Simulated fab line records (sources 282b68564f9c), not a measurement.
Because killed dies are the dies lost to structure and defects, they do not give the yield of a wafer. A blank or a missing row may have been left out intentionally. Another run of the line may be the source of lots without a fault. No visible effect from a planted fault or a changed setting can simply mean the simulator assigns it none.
One fault seen from 2 desks	flow ritCmos	what lay behind the numbers comes last; until then each desk has only its own

== METROLOGY DESK ==
What the gauges read, lot by lot, whatever tool the lot ran on: means of the sampled wafers that have a number. The brackets show how far a lot's mean lies from the usual mean; more than 4 standard deviations puts the lot out of limits, marked OUT.
Columns: A = PRETRO_TW at RIT_PRETRO_TW_MEAS_10, usual 478.7; B = NSD_OVL at RIT_NSD_OVL_MEAS_06, usual 0.0 nm
lot	first seen here	A	B
L852	day 2 13:35	476.3	-0.6
L853	day 2 22:13	477.6	-0.2
L855	day 3 05:58	475.1	-1.5
L856	day 3 11:51	478.5	1.3
L857	day 3 19:47	480.2	-0.6
L858	day 4 00:42	475.9	-0.9
L860	day 4 07:58	481.5	-
L861	day 4 12:43	478.3	-2.6
L864	day 5 06:14	479.3	0.4
L869	day 6 02:49	474.9	1.1
L871	day 6 13:53	482.0	-0.3
L872	day 6 17:34	479.8	0.5
L874	day 7 07:11	481.0	-1.1
This desk found nothing out of limits on any of the 13 lots.

== DESK OF THE TOOL OWNER: plasmaAsher-02 ==
The tool's own readings at RIT_PLDD_STRIP_09 (strips in O2, time 180 s): means of the sampled wafers that have a number, for each lot that ran on this tool. The brackets show how far a lot's mean lies from the usual mean; more than 4 standard deviations puts the lot out of limits, marked OUT.
Columns: A = drypumpMotorCurrentA at RIT_PLDD_STRIP_09, usual 5.69 A; B = runLengthS at RIT_PLDD_STRIP_09, usual 208.2 s
lot	first seen here	A	B
L856	day 4 02:00	5.52	208.5
L857	day 4 09:56	5.52	208.6
L860	day 4 22:00	5.35	72.1 (-99 or more) OUT
L871	day 7 02:46	5.51	208.5
L874	day 7 21:06	5.65	209.2
This desk's verdict: out of limits on L860, starting with L860 at day 4 22:00 (runLengthS at RIT_PLDD_STRIP_09). In limits: L856, L857, L871, L874.

== PUT TOGETHER ==
On L860, at day 4 22:00, an alarm was possible from the tool owner's desk.
From the metrology desk's view, nothing was out of limits.
The metrology desk has L860 on record, within its limits.
RIT_PLDD_STRIP_09 was run on plasmaAsher-02 by each of the lots named.

== WHAT THE SIMULATOR HAD PUT IN ==
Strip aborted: plasmaAsher-02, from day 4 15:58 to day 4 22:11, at RIT_PLDD_STRIP_09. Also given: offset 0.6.
Shown lots that were struck: L860.
Hours from the fault's start to each desk's first reading out of limits: the tool owner's desk, 6.
